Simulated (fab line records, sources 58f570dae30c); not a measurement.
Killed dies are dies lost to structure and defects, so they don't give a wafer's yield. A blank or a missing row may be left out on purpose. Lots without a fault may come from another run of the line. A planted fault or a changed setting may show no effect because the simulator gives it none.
Chamber matching | flow berkeley_cmos170 | UCB170_V2_CMP_02 on cmp-01: 4 sister chambers
The step polishes SiO2. 8 wafers are shown with their chamber, then 11 later ones without.

WAFERS WITH THEIR CHAMBER
wafer  | chamber | motor_current_A (A)
L494.2 | 0       | 15.5
L495.6 | 2       | 16.7
L496.2 | 1       | 14.0
L496.5 | 0       | 15.2
L497.1 | 2       | 17.1
L497.2 | 1       | 14.2
L497.3 | 3       | 18.5
L499.1 | 3       | 17.9

WAFERS WITHOUT THEIR CHAMBER
wafer  | motor_current_A (A)
L499.3 | 14.2
L499.6 | 14.6
L498.1 | 20.0
L498.3 | 16.2
L498.4 | 14.9
L500.1 | 16.1
L500.4 | 15.0
L500.6 | 17.1
L502.1 | 16.7
L502.4 | 13.3
L502.6 | 17.4

WHICH CHAMBER EACH WENT THROUGH
wafer  | from the rows above     | in truth
L499.3 | 1                       | 1
L499.6 | can't be placed: 1 or 0 | 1
L498.1 | 3                       | 3
L498.3 | can't be placed: 2 or 0 | 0
L498.4 | can't be placed: 0 or 1 | 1
L500.1 | can't be placed: 0 or 2 | 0
L500.4 | can't be placed: 0 or 1 | 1
L500.6 | 2                       | 2
L502.1 | 2                       | 2
L502.4 | 1                       | 1
L502.6 | can't be placed: 2 or 3 | 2
Placed correctly: 5 of 11. Can't be placed from these rows: 6 (the true chamber is among the candidates in 6). Placed wrongly: 0.
How it was worked out, from the rows above alone: a wafer's distance from a chamber is the root of the sum, over the readings, of the square of ((its reading less the chamber's mean) divided by the reading's scatter). The wafer belongs to the nearest chamber; if the next one is less than 2 further off, it can't be placed. A chamber's mean is the mean of its shown wafers. The scatter: the root of (the sum of the squares of (reading less its chamber's mean) over the shown wafers, divided by (wafers less chambers)).
